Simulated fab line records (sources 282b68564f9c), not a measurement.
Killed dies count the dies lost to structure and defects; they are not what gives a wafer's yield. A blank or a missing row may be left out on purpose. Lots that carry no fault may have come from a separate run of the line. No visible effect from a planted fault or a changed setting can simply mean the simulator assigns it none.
Comparing a struck lot with a sound one | flow ritCmos | 19 out of 202 route steps
Sound: these wafers, L327.3, L327.5, L327.6. The struck wafers were L331.1, L331.4, L331.6. The cause comes at the end.
Order at every step that has rows: each side's tool, ch and its chambers, its first start. Under that, the readings that differ: sound wafers | struck wafers | difference of the means | sigmas: that difference in standard deviations of wafers without a fault.
alike: readings with means less than 2 such deviations apart, plus words and numbers identical on both sides. not compared: withheld readings, readings lacking a value on some wafer, bounds such as >300 that could conceal the same value, and numbers that have no deviation in the record and whose values overlap.
A row with sigmas, a row that says differs or no value, or rows on one side alone: a step with any of these is where the two part. Numbers that have no deviation but don't overlap get no sigmas and don't part them. A reading missing from all wafers of one side parts the sides only when that side holds two or more wafers.

first, 2 steps without rows for these wafers: RIT_NWELL_HARDBAKE_07 (time 120 s); RIT_NWELL_IMPLANT_08.
RIT_NWELL_STRIP_09: strips in O2, time 180 s.
  sound on plasmaAsher-03 ch 0,1, day 3 19:01; struck on plasmaAsher-03 ch 1, day 4 12:11
  alike: drypumpMotorCurrentA
  not compared: rfHoursCounterH
RIT_NWELL_TW_MEAS_10:
  sound on filmMetro-01, day 3 19:09; struck on filmMetro-03, day 4 12:22
reading  | sound          | struck         | difference | sigmas
NWELL_TW | 2165 2161 2174 | 2131 2128 2144 | -32        | -2
then, 6 steps without rows for these wafers: RIT_PWELL_HMDS_00 (prime time 60 s); RIT_PWELL_COAT_01 (resist thk 1300 nm); RIT_PWELL_SOFTBAKE_02 (time 60 s); RIT_PWELL_EXPOSE_03 (exposes mask M3, target cd 43700 nm); RIT_PWELL_PEB_04; RIT_PWELL_DEVELOP_05 (develop time 68 s).
RIT_PWELL_OVL_MEAS_06:
  sound on overlay-02, day 3 20:05; struck on overlay-01, day 4 13:26
reading        | sound          | struck         | difference | sigmas
PWELL_OVL (nm) | -2.4 -4.0 -3.4 | -0.1 -0.8 -0.9 | +2.7       | +2
then, 1 step without rows for these wafers: RIT_PWELL_HARDBAKE_07 (time 120 s).
RIT_PWELL_IMPLANT_08:
  sound on implanter-03 ch 0, day 3 20:30; struck on implanter-04 ch 0, day 4 13:43
reading     | sound                         | struck                       | difference | sigmas
doseIonsCm2 | 6.994e+13 6.994e+13 6.999e+13 | 6.65e+13 6.638e+13 6.645e+13 | -3.51e+12  | -52
  alike: tiltDeg
RIT_PWELL_STRIP_09: strips in O2, time 180 s.
  sound on plasmaAsher-02 ch 0,1, day 3 20:40; struck on plasmaAsher-03 ch 0,1, day 4 13:52
  alike: drypumpMotorCurrentA
  not compared: rfHoursCounterH
RIT_PWELL_TW_MEAS_10:
  sound on filmMetro-01, day 3 20:48; struck on filmMetro-02, day 4 14:02
reading  | sound       | struck      | difference | sigmas
PWELL_TW | 965 967 965 | 923 925 926 | -41        | -6
then, 1 step without rows for these wafers: RIT_WELLDRIVE_ANNEAL_00 (time 14700 s).
RIT_WELLDRIVE_RS_MEAS_01: uses a four-point probe to measure.
  sound on filmMetro-03, day 4 01:58; struck on filmMetro-02, day 4 20:25
  alike: NWELL_RS
RIT_WELLDRIVE_RS_MEAS_02: uses a four-point probe to measure.
  sound on filmMetro-03, day 4 02:05; struck on filmMetro-02, day 4 20:32
reading           | sound             | struck            | difference | sigmas
PWELL_RS (ohm/sq) | 432.1 430.9 431.5 | 446.7 444.8 445.1 | +14.0      | +13
then, 1 step without rows for these wafers: RIT_NRETRO_HMDS_00 (prime time 60 s).

WHERE THEY PART
First at RIT_NWELL_TW_MEAS_10; last, within this record, at RIT_WELLDRIVE_RS_MEAS_02.

WHY: what had been put in by the simulator
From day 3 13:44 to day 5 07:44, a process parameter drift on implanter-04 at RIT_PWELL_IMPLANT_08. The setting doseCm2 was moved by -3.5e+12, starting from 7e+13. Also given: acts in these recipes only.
